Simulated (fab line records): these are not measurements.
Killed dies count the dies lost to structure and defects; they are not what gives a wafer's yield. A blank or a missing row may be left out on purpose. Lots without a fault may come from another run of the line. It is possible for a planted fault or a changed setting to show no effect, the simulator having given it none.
2 desks, one fault / flow rit cmos / only its own numbers are on each desk; what lay behind them is given at the end

== THE METROLOGY DESK ==
Means of the sampled wafers that have a number, per lot and without regard to the tool the lot ran on: this is what the gauges read. If a lot's mean is further than 4 standard deviations from the usual mean, the lot is out of limits and carries the mark OUT (the distance appears in the brackets).
Columns: A = SILICIDE_TI_RS at RIT_SILICIDE_RS_MEAS_02, usual 47.6 ohm/sq
lot=L761; first seen here=day 3 06:42; A=47.6
lot=L763; first seen here=day 3 16:34; A=47.7
lot=L764; first seen here=day 3 22:38; A=47.3
lot=L765; first seen here=day 4 06:09; A=47.9
lot=L766; first seen here=day 4 08:33; A=48.0
lot=L767; first seen here=day 4 14:31; A=47.8
lot=L768; first seen here=day 4 18:13; A=47.3
lot=L769; first seen here=day 4 20:43; A=47.8
lot=L771; first seen here=day 5 11:17; A=47.6
lot=L776; first seen here=day 6 13:19; A=45.4
lot=L775; first seen here=day 6 14:32; A=47.8
lot=L778; first seen here=day 7 04:31; A=45.2
lot=L782; first seen here=day 8 10:13; A=47.9
lot=L783; first seen here=day 8 16:33; A=46.1
Finding of this desk: none of the 14 lots has anything out of limits.

== THE TOOL OWNER'S DESK: pvd sputter-01 ==
The tool's own readings at RIT_SILICIDE_SPUTTER_01 (material Ti, target thk 30 nm, time 240 s): means of the sampled wafers that have a number, for each lot that ran on this tool. If a lot's mean is further than 4 standard deviations from the usual mean, the lot is out of limits and carries the mark OUT (the distance appears in the brackets).
Columns: A = chamber pressure pa at RIT_SILICIDE_SPUTTER_01, usual 0.6669 Pa; B = throttle valve pct at RIT_SILICIDE_SPUTTER_01, usual 30.0 %
lot=L761; first seen here=day 3 06:33; A=0.6678; B=30.2
lot=L763; first seen here=day 3 16:23; A=0.6667; B=29.6
lot=L765; first seen here=day 4 06:00; A=0.6684; B=28.4
lot=L767; first seen here=day 4 14:22; A=0.6669; B=29.8
lot=L769; first seen here=day 4 20:34; A=0.6673; B=29.1
lot=L771; first seen here=day 5 11:05; A=0.6671; B=29.6
lot=L776; first seen here=day 6 13:10; A=0.6475 (-15) OUT; B=30.6
lot=L778; first seen here=day 7 04:20; A=0.6457 (-16) OUT; B=29.5
This desk finds L776, L778 out of limits, L776 being first, at day 6 13:10 (chamber pressure pa at RIT_SILICIDE_SPUTTER_01). Within limits: L761, L763, L765, L767, L769, L771.

== BROUGHT TOGETHER ==
On L776, L778, at day 6 13:10, an alarm was possible from the tool owner's desk.
At the metrology desk, nothing out of limits was observed.
The metrology desk holds a record of L776, L778, inside its limits.
RIT_SILICIDE_SPUTTER_01 was run on pvd sputter-01 by each of the lots named.

== WHAT WAS PUT IN BY THE SIMULATOR ==
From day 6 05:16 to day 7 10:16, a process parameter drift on pvd sputter-01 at RIT_SILICIDE_SPUTTER_01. From 0.667, the setting chamber pressure pa moved by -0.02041.
Shown lots that were struck: L776, L778.
Each desk's first reading out of limits, in hours after the fault started: the tool owner's desk, 8.
